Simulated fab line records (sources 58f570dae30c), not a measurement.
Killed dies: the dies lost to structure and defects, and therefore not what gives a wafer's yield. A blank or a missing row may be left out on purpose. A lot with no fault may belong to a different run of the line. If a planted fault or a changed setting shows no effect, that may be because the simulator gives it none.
Which tool was responsible?	flow berkeley-cmos170	39 wafers from 13 lots sampled at 5 of the route's 331 steps

WHAT THE GAUGES SHOWED, per wafer
UCB170_M3_RS_MEAS_02: the measuring method here is four-point-probe. Usual: M3_AL_RS typically reads 0.0310 ohm/sq, with standard deviation 0.00037.
lot	measured	on	M3_AL_RS (ohm/sq)	flag
L387	day 7 12:02	film-metro-01	0.0308 0.0307 0.0306	
L388	day 8 00:02	film-metro-04	0.0305 0.0304 0.0312	
L389	day 8 01:28	film-metro-04	0.0314 0.0311 0.0310	
L390	day 8 04:29	film-metro-01	0.0310 0.0311 0.0313	
L391	day 8 11:06	film-metro-04	0.0312 0.0309 0.0308	
L393	day 8 20:59	film-metro-04	0.0304 0.0305 0.0309	
L394	day 9 04:26	film-metro-02	0.0307 0.0309 0.0304	
L397	day 9 08:56	film-metro-04	0.0302 0.0309 0.0311	
L396	day 9 09:04	film-metro-01	0.0306 0.0313 0.0314	
L400	day 9 18:01	film-metro-02	0.0304 0.0306 0.0309	
L399	day 9 20:09	film-metro-04	0.0317 0.0314 0.0318	
L405	day 11 03:20	film-metro-04	0.0308 0.0301 0.0308	
L410	day 12 15:56	film-metro-04	0.0307 0.0309 0.0310	

WHICH TOOL RAN EACH LOT (tool, then ch and the chambers of the sampled wafers, then the start)
lot	UCB170_V2_CMP_02	UCB170_V2_ETCH_14	UCB170_V2_STRIP_15	UCB170_M3_SPUTTER_01
L387	cmp-01 ch 0,2, day 7 09:15	rie-diel-02 ch 0,3, day 7 11:26	plasma-asher-03 ch 0,1, day 7 11:39	pvd-sputter-02, day 7 11:54
L388	cmp-02 ch 0,1,3, day 7 21:58	rie-diel-03 ch 1,2,3, day 7 23:29	plasma-asher-02 ch 0,1, day 7 23:40	pvd-sputter-03, day 7 23:57
L389	cmp-02 ch 0,3, day 7 22:43	rie-diel-02 ch 0,1, day 8 00:55	plasma-asher-02 ch 0,1, day 8 01:05	pvd-sputter-04, day 8 01:23
L390	cmp-02 ch 0,2,3, day 8 02:17	rie-diel-01 ch 2,3, day 8 03:55	plasma-asher-03 ch 0,1, day 8 04:06	pvd-sputter-02, day 8 04:23
L391	cmp-02 ch 1,3, day 8 08:53	rie-diel-02 ch 0,1, day 8 10:32	plasma-asher-03 ch 0,1, day 8 10:43	pvd-sputter-04, day 8 11:00
L393	cmp-02 ch 1,2, day 8 18:46	rie-diel-01 ch 1,2,3, day 8 20:26	plasma-asher-03 ch 0,1, day 8 20:37	pvd-sputter-02, day 8 20:55
L394	cmp-01 ch 0,2,3, day 9 02:04	rie-diel-01 ch 0,2,3, day 9 03:53	plasma-asher-03 ch 0,1, day 9 04:04	pvd-sputter-02, day 9 04:20
L397	cmp-01 ch 0,2,3, day 9 05:55	rie-diel-01 ch 2,3, day 9 08:19	plasma-asher-02 ch 0,1, day 9 08:29	pvd-sputter-02, day 9 08:52
L396	cmp-02 ch 0,1,2, day 9 06:12	rie-diel-03 ch 0,1,3, day 9 08:31	plasma-asher-03 ch 0,1, day 9 08:41	pvd-sputter-04, day 9 08:59
L400	cmp-02 ch 2,3, day 9 15:23	rie-diel-01 ch 0,1,3, day 9 17:30	plasma-asher-02 ch 0,1, day 9 17:37	pvd-sputter-02, day 9 17:52
L399	cmp-02 ch 0,1, day 9 17:44	rie-diel-03 ch 0,1,3, day 9 19:34	plasma-asher-03 ch 0,1, day 9 19:46	pvd-sputter-03, day 9 20:02
L405	cmp-02 ch 0,3, day 10 23:08	rie-diel-03 ch 2,3, day 11 02:47	plasma-asher-02 ch 0,1, day 11 02:58	pvd-sputter-02, day 11 03:15
L410	cmp-01 ch 0,1,2, day 12 11:35	rie-diel-01 ch 0,2,3, day 12 15:19	plasma-asher-03 ch 0,1, day 12 15:29	pvd-sputter-04, day 12 15:48
- UCB170_V2_CMP_02: polishes SiO2.
- UCB170_V2_ETCH_14: etches SiO2 in CHF3/CF4/Ar, stops on Al, target depth 1250 nm, time 291 s.
- UCB170_V2_STRIP_15: strips in O2.
- UCB170_M3_SPUTTER_01: material Al, target thk 900 nm, time 123.8 s.

AS READ BY THE TOOLS THEMSELVES (means over the sampled wafers that have a number; for cases with no such wafer, the mark the record gives instead)
UCB170_V2_CMP_02. Usual: motor-current-A reads 17.0 A (standard deviation 1.2).
lot	tool	motor-current-A (A)	flag
L387	cmp-01	17.6	
L388	cmp-02	17.5	
L389	cmp-02	16.8	
L390	cmp-02	16.5	
L391	cmp-02	17.2	
L393	cmp-02	17.1	
L394	cmp-01	16.3	
L397	cmp-01	16.9	
L396	cmp-02	17.1	
L400	cmp-02	16.0	
L399	cmp-02	17.7	
L405	cmp-02	17.3	
L410	cmp-01	18.1	

UCB170_V2_ETCH_14. Usual: drypump-motor-current-A 5.80 A, standard deviation 0.21; mfc-ar-sccm 149.9 sccm, standard deviation 0.48; oes-product-au 0.880 a.u., standard deviation 0.012; throttle-valve-pct 7.02 %, standard deviation 0.084.
lot	tool	drypump-motor-current-A (A)	mfc-ar-sccm (sccm)	oes-product-au (a.u.)	throttle-valve-pct (%)	flag
L387	rie-diel-02	5.98	149.7	0.877	7.06	
L388	rie-diel-03	5.89	150.4	0.873	6.99	
L389	rie-diel-02	5.90	150.3	0.882	7.03	
L390	rie-diel-01	5.76	150.0	0.879	7.08	
L391	rie-diel-02	5.97	149.7	0.881	7.06	
L393	rie-diel-01	5.82	149.8	0.880	7.09	
L394	rie-diel-01	5.73	150.0	0.882	7.01	
L397	rie-diel-01	5.76	149.5	0.877	7.08	
L396	rie-diel-03	5.82	150.0	0.873	7.01	
L400	rie-diel-01	5.79	149.9	0.880	7.02	
L399	rie-diel-03	5.82	149.6	0.875	7.01	
L405	rie-diel-03	5.83	149.8	0.881	6.95	
L410	rie-diel-01	5.74	149.8	0.881	7.00	

UCB170_V2_STRIP_15. Usual: drypump-motor-current-A 5.7 A, standard deviation 0.36; oes-product-au 0.722 a.u., standard deviation 0.0046; strip-time-to-endpoint-s 15.30 s, standard deviation 0.13.
lot	tool	drypump-motor-current-A (A)	oes-product-au (a.u.)	strip-time-to-endpoint-s (s)	flag
L387	plasma-asher-03	5.4	0.724	15.34	
L388	plasma-asher-02	5.6	0.721	15.34	
L389	plasma-asher-02	5.7	0.717	15.24	
L390	plasma-asher-03	5.4	0.722	15.22	
L391	plasma-asher-03	5.5	0.724	15.44	
L393	plasma-asher-03	5.5	0.723	15.31	
L394	plasma-asher-03	5.5	0.723	15.37	
L397	plasma-asher-02	5.7	0.720	15.34	
L396	plasma-asher-03	5.5	0.721	15.17	
L400	plasma-asher-02	5.7	0.726	15.28	
L399	plasma-asher-03	5.5	0.724	15.15	
L405	plasma-asher-02	5.6	0.726	15.35	
L410	plasma-asher-03	5.4	0.720	15.52	

UCB170_M3_SPUTTER_01. Usual: throttle-valve-pct reads 30.0 % (standard deviation 1.4).
lot	tool	throttle-valve-pct (%)	flag
L387	pvd-sputter-02	29.7	
L388	pvd-sputter-03	30.3	
L389	pvd-sputter-04	28.9	
L390	pvd-sputter-02	29.7	
L391	pvd-sputter-04	30.3	
L393	pvd-sputter-02	29.1	
L394	pvd-sputter-02	29.1	
L397	pvd-sputter-02	32.2	
L396	pvd-sputter-04	30.1	
L400	pvd-sputter-02	29.7	
L399	pvd-sputter-03	30.5	
L405	pvd-sputter-02	28.6	
L410	pvd-sputter-04	29.8	

THE ANSWER, worked out from the rows above alone
Rule: a lot counts as off when the mean over its wafers that have a number is more than 3 standard deviations away from the usual mean. A lot without any number at a reading at which 4 lots or more have one is off too. Any other lot the step has rows for is counted as sound. Order of review: gauges by route order, followed by the tools' own readings, for which a lot's mean as printed above is used. The first step at which some lot is off is used, and at that step the reading that is off furthest; a lot without a number counts as furthest.
Nothing can be told from this: no lot is off at any reading shown.

WHAT HAD BEEN PUT IN BY THE SIMULATOR
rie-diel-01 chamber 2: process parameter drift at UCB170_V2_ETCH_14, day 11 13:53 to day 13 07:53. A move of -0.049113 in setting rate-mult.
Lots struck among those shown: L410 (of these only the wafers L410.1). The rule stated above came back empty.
